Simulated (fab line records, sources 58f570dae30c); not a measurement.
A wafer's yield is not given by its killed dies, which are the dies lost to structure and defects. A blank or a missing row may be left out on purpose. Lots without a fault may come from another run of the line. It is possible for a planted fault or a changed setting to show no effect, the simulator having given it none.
Which tool was responsible?	flow berkeley-cmos170	42 wafers from 14 lots sampled at 5 of the route's 331 steps

WHAT THE GAUGES READ, wafer by wafer
UCB170_M1_THK_MEAS_02: measures by xrf. Usual: M1_AL_THK gives 607 nm (standard deviation 6.4).
lot	measured	on	M1_AL_THK (nm)	flag
L127	day 7 04:44	film-metro-02	611 608 611	
L126	day 7 05:14	film-metro-03	609 603 610	
L129	day 7 14:31	film-metro-03	598 600 600	
L128	day 7 14:47	film-metro-01	604 607 610	
L130	day 8 08:42	film-metro-02	621 615 614	
L131	day 8 09:11	film-metro-01	604 606 602	
L132	day 8 13:08	film-metro-02	616 611 610	
L138	day 9 19:46	film-metro-02	607 612 611	
L142	day 10 12:58	film-metro-03	605 605 600	
L141	day 10 13:25	film-metro-03	605 604 601	
L143	day 10 19:39	film-metro-02	615 600 608	
L140	day 10 21:26	film-metro-03	598 593 599	
L146	day 11 16:13	film-metro-03	598 591 597	
L149	day 12 09:46	film-metro-01	615 614 616	

UCB170_V1_THK_MEAS_01. Usual: V1_TEOS_THK gives 2009 nm (standard deviation 30).
lot	measured	on	V1_TEOS_THK (nm)	flag
L127	day 7 14:29	film-metro-02	1976 1975 2013	
L126	day 7 14:30	film-metro-04	1997 2000 1985	
L129	day 7 19:40	film-metro-03	2000 1987 2050	
L128	day 7 20:04	film-metro-02	3995 4044 4106	OFF
L130	day 8 15:31	film-metro-02	2027 2018 2043	
L131	day 8 15:50	film-metro-04	3971 3945 4012	OFF
L132	day 8 19:34	film-metro-04	1994 1972 2020	
L138	day 10 03:13	film-metro-03	2011 1994 2034	
L142	day 10 19:41	film-metro-04	2013 2004 2027	
L141	day 10 19:38	film-metro-03	1957 1953 1966	
L143	day 11 00:08	film-metro-04	2030 2072 2039	
L140	day 11 02:49	film-metro-02	1975 1978 2050	
L146	day 11 19:41	film-metro-02	2044 2047 2043	
L149	day 12 17:57	film-metro-04	1976 1926 1969	

UCB170_M2_RS_MEAS_02: uses a four-point probe to measure. Usual: M2_AL_RS gives 0.0321 ohm/sq (standard deviation 0.00037).
lot	measured	on	M2_AL_RS (ohm/sq)	flag
L127	day 7 17:08	film-metro-03	0.0327 0.0329 0.0326	
L126	day 7 17:29	film-metro-01	0.0323 0.0324 0.0320	
L129	day 7 22:01	film-metro-01	0.0319 0.0320 0.0325	
L128	day 7 23:05	film-metro-04	0.0318 0.0314 0.0316	
L130	day 8 20:11	film-metro-01	0.0321 0.0320 0.0325	
L131	day 8 20:25	film-metro-04	0.0316 0.0319 0.0320	
L132	day 8 21:50	film-metro-04	0.0320 0.0321 0.0325	
L138	day 10 06:48	film-metro-03	0.0326 0.0324 0.0326	
L142	day 11 00:52	film-metro-01	0.0319 0.0319 0.0321	
L141	day 11 00:34	film-metro-03	0.0322 0.0330 0.0325	
L143	day 11 02:47	film-metro-03	0.0323 0.0323 0.0324	
L140	day 11 07:04	film-metro-04	0.0319 0.0318 0.0313	
L146	day 11 23:35	film-metro-04	0.0320 0.0325 0.0320	
L149	day 12 23:23	film-metro-01	0.0322 0.0321 0.0319	

UCB170_M3_CD_MEAS_15 targets a cd of 700 nm. Usual: cd-nm 700.1 nm, standard deviation 1.5.
lot	measured	on	cd-nm (nm)	flag
L127	day 8 00:35	cd-sem-02	703.0 701.4 701.4	
L126	day 8 01:20	cd-sem-01	702.0 700.8 702.5	
L129	day 8 08:20	cd-sem-02	700.0 699.2 700.4	
L128	day 8 08:37	cd-sem-02	699.1 698.5 698.5	
L130	day 9 04:36	cd-sem-01	697.9 700.0 698.9	
L131	day 9 05:03	cd-sem-02	696.8 695.7 697.8	
L132	day 9 05:57	cd-sem-02	701.0 701.8 700.9	
L138	day 10 15:31	cd-sem-01	701.7 700.5 701.2	
L142	day 11 10:24	cd-sem-02	698.7 698.2 699.6	
L141	day 11 10:20	cd-sem-01	700.8 700.2 699.5	
L143	day 11 11:01	cd-sem-01	699.5 699.5 699.4	
L140	day 11 14:40	cd-sem-01	699.6 700.7 700.0	
L146	day 12 07:34	cd-sem-01	700.4 700.5 700.2	
L149	day 13 10:54	cd-sem-01	702.4 702.3 702.3	

WHAT TOOL EACH LOT RAN ON (gives the tool, then ch and the chambers of the sampled wafers, and finally the start)
lot	UCB170_V1_CVD_00
L127	pecvd-04 ch 0,1, day 7 14:19
L126	pecvd-02 ch 0,1, day 7 14:19
L129	pecvd-01 ch 0,1,2, day 7 19:31
L128	pecvd-02 ch 1,2, day 7 19:31
L130	pecvd-04 ch 0,1,2, day 8 15:22
L131	pecvd-01 ch 0,1,2, day 8 15:22
L132	pecvd-02 ch 0,2, day 8 19:24
L138	pecvd-04 ch 0,1,2, day 10 03:03
L142	pecvd-04 ch 0,1,2, day 10 19:33
L141	pecvd-01 ch 0,1,2, day 10 19:28
L143	pecvd-04 ch 0,2, day 10 23:59
L140	pecvd-01 ch 0,2, day 11 02:39
L146	pecvd-01 ch 0,1, day 11 19:31
L149	pecvd-02 ch 1,2, day 12 17:48
- UCB170_V1_CVD_00: deposits SiO2 from TEOS/O2, target thk 2000 nm, time 250 s.

AS READ BY THE TOOLS THEMSELVES (means over the sampled wafers that have a number; for cases with no such wafer, the mark the record gives instead)
UCB170_V1_CVD_00. Usual: heater-power-w 252 W, standard deviation 66.
lot	tool	heater-power-w (W)	flag
L127	pecvd-04	319	
L126	pecvd-02	215	
L129	pecvd-01	284	
L128	pecvd-02	191	
L130	pecvd-04	293	
L131	pecvd-01	257	
L132	pecvd-02	240	
L138	pecvd-04	281	
L142	pecvd-04	271	
L141	pecvd-01	261	
L143	pecvd-04	307	
L140	pecvd-01	269	
L146	pecvd-01	244	
L149	pecvd-02	205	

THE ANSWER, worked out from the rows above alone
Rule: lot off if the mean of its wafers having a number is beyond 3 standard deviations from the usual mean. A lot without any number at a reading at which 4 lots or more have one is off too. Any other lot the step has rows for is counted as sound. After the gauges, taken in route order, come the tools' own readings; for these a lot's mean is taken, as printed above. At the first step where some lot is off, the reading lying furthest off is the one used; lots without a number count as furthest.
Off: L128, L131, at UCB170_V1_THK_MEAS_01 (V1_TEOS_THK).
A tool fits if, at a process step before that reading, it ran every lot that is off, and no sound lot after the first of them. Gauges at UCB170_V1_THK_MEAS_01: tried the same way as those tools. No candidate that was tried fits.

WHAT THE SIMULATOR PUT IN
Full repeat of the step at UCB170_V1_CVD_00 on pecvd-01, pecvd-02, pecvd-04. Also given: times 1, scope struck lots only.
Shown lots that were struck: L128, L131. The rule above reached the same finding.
